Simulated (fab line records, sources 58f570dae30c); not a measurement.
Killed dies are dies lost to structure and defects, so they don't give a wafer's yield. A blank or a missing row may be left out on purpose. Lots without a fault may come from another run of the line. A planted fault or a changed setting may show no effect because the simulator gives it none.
Which tool did it? | flow berkeley_cmos170 | 7 lots, 21 wafers sampled, at 3 steps of a route of 331

WHAT THE GAUGES READ, wafer by wafer
UCB170_M3_CD_MEAS_90: target cd 700 nm.
lot  | measured     | on        | cd_nm (nm)
L459 | day 8 06:55  | cd_sem-01 | 697 694 695
L465 | day 10 09:35 | cd_sem-01 | 706 703 705
L464 | day 10 10:46 | cd_sem-01 | 700 700 695
L468 | day 10 11:57 | cd_sem-01 | 699 703 704
L472 | day 11 17:36 | cd_sem-02 | 684 681 684
L476 | day 11 20:24 | cd_sem-01 | 701 701 700
L481 | day 13 02:21 | cd_sem-01 | 699 702 700

WHICH TOOL RAN EACH LOT (tool, then ch and the chambers of the sampled wafers, then the start)
lot  | UCB170_M3_METAL_ETCH_18           | UCB170_M3_STRIP_19
L459 | rie_metal-03 ch 0,1, day 8 06:38  | plasma_asher-04 ch 0,1, day 8 06:49
L465 | rie_metal-04 ch 0, day 10 09:17   | plasma_asher-04 ch 0,1, day 10 09:29
L464 | rie_metal-03 ch 0,1, day 10 10:29 | plasma_asher-02 ch 0, day 10 10:40
L468 | rie_metal-04 ch 0,1, day 10 11:40 | plasma_asher-04 ch 0,1, day 10 11:51
L472 | rie_metal-04 ch 0,1, day 11 17:18 | plasma_asher-01 ch 1, day 11 17:29
L476 | rie_metal-03 ch 0,1, day 11 20:07 | plasma_asher-04 ch 0,1, day 11 20:18
L481 | rie_metal-01 ch 0,1, day 13 02:04 | plasma_asher-02 ch 0,1, day 13 02:13
- UCB170_M3_METAL_ETCH_18: etches Al in Cl2/BCl3, stops on SiO2, target depth 1170 nm, time 195 s.
- UCB170_M3_STRIP_19: strips in O2.

THE ANSWER, worked out from the rows above alone
Rule: what is usual is taken from the lots themselves. Put in order of their means at a reading, lots are off if they are a third of the lots or fewer, leave a main group of 4 or more, and stand apart from it by a gap of 3 or more times the standard deviation of the main group's means; of several such gaps the widest counts. A main group whose means are all the same, to the digits that the tables above print for the reading, isn't used. A lot without any number at a reading at which 4 lots or more have one is off too. The other lots that the step has rows for count as sound.
Off: L472, at UCB170_M3_CD_MEAS_90 (cd_nm). The main group: mean 700 nm, standard deviation 2.9.
A tool fits if, at a process step before that reading, it ran every lot that is off, and no sound lot after the first of them. The gauges at UCB170_M3_CD_MEAS_90 are tried like those tools. Can't be told from this: 3 tools fit, rie_metal-04 at UCB170_M3_METAL_ETCH_18, plasma_asher-01 at UCB170_M3_STRIP_19, cd_sem-02 at UCB170_M3_CD_MEAS_90.

WHAT THE SIMULATOR HAD PUT IN
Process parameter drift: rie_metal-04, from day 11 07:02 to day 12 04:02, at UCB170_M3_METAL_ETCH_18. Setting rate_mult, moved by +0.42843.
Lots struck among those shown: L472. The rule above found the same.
